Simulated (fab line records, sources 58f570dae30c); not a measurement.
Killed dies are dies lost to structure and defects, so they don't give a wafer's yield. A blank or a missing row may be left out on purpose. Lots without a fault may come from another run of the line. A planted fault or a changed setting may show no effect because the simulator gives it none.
One fault seen from 2 desks | flow berkeley_cmos170 | each desk has only its own numbers; what lay behind them comes last

THE METROLOGY DESK
What the gauges read, lot by lot, whatever tool the lot ran on: means of the sampled wafers that have a number. A lot is out of limits, marked OUT, if its mean lies more than 4 standard deviations from the usual mean; the brackets give that distance.
Columns: A = CONTACT_OVL at UCB170_CONTACT_OVL_MEAS_16, usual 3 nm
lot  | first seen here | A
L238 | day 8 01:56     | 1
L237 | day 8 02:14     | 9
L236 | day 8 03:27     | 0
L239 | day 8 14:32     | 6
L244 | day 9 18:09     | 5
L243 | day 9 19:57     | 2
L242 | day 9 20:11     | 1
L247 | day 10 22:43    | 0
L250 | day 11 01:09    | 7
L248 | day 11 01:25    | 4
L253 | day 12 00:12    | 5
L255 | day 12 13:17    | 3
L257 | day 13 00:22    | -13
L259 | day 13 09:20    | 10
This desk's finding: nothing out of limits on any of the 14 lots.

THE TOOL OWNER'S DESK: rie_diel-01
The tool's own readings at UCB170_M1_ETCH_11 (etches BARC in N2/H2): means of the sampled wafers that have a number, for each lot that ran on this tool. A lot is out of limits, marked OUT, if its mean lies more than 4 standard deviations from the usual mean; the brackets give that distance.
Columns: A = drypump_motor_current_A at UCB170_M1_ETCH_11, usual 5.8 A; B = oes_product_au at UCB170_M1_ETCH_11, usual 1.003 a.u.; C = throttle_valve_pct at UCB170_M1_ETCH_11, usual 13.31 %
lot  | first seen here | A   | B                | C
L237 | day 8 04:23     | 6.1 | 0.998            | 13.26
L236 | day 8 06:00     | 6.0 | 0.986            | 13.39
L239 | day 8 17:01     | 6.2 | 0.988            | 13.28
L244 | day 9 19:59     | 6.0 | 0.997            | 13.38
L242 | day 9 22:09     | 6.1 | 1.002            | 13.26
L247 | day 11 00:54    | 6.2 | 0.859 (-5.1) OUT | 13.15
L248 | day 11 03:42    | 6.0 | 0.875 (-4.6) OUT | 13.51
This desk's finding: out of limits on L247, L248; first on L247, day 11 00:54 (oes_product_au at UCB170_M1_ETCH_11). In limits: L237, L236, L239, L244, L242.

PUT TOGETHER
The tool owner's desk could have raised an alarm at day 11 00:54, on L247, L248.
The metrology desk saw nothing out of limits.
The metrology desk has L247, L248 on record, within its limits.
Of the lots named, all ran UCB170_M1_ETCH_11 on rie_diel-01.

WHAT THE SIMULATOR HAD PUT IN
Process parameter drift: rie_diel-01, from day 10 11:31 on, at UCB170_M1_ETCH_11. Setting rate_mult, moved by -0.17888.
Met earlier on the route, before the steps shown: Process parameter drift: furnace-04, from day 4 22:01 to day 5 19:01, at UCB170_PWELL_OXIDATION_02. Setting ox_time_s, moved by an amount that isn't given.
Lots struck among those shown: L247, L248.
Hours from the fault's start to each desk's first reading out of limits: the tool owner's desk, 13.
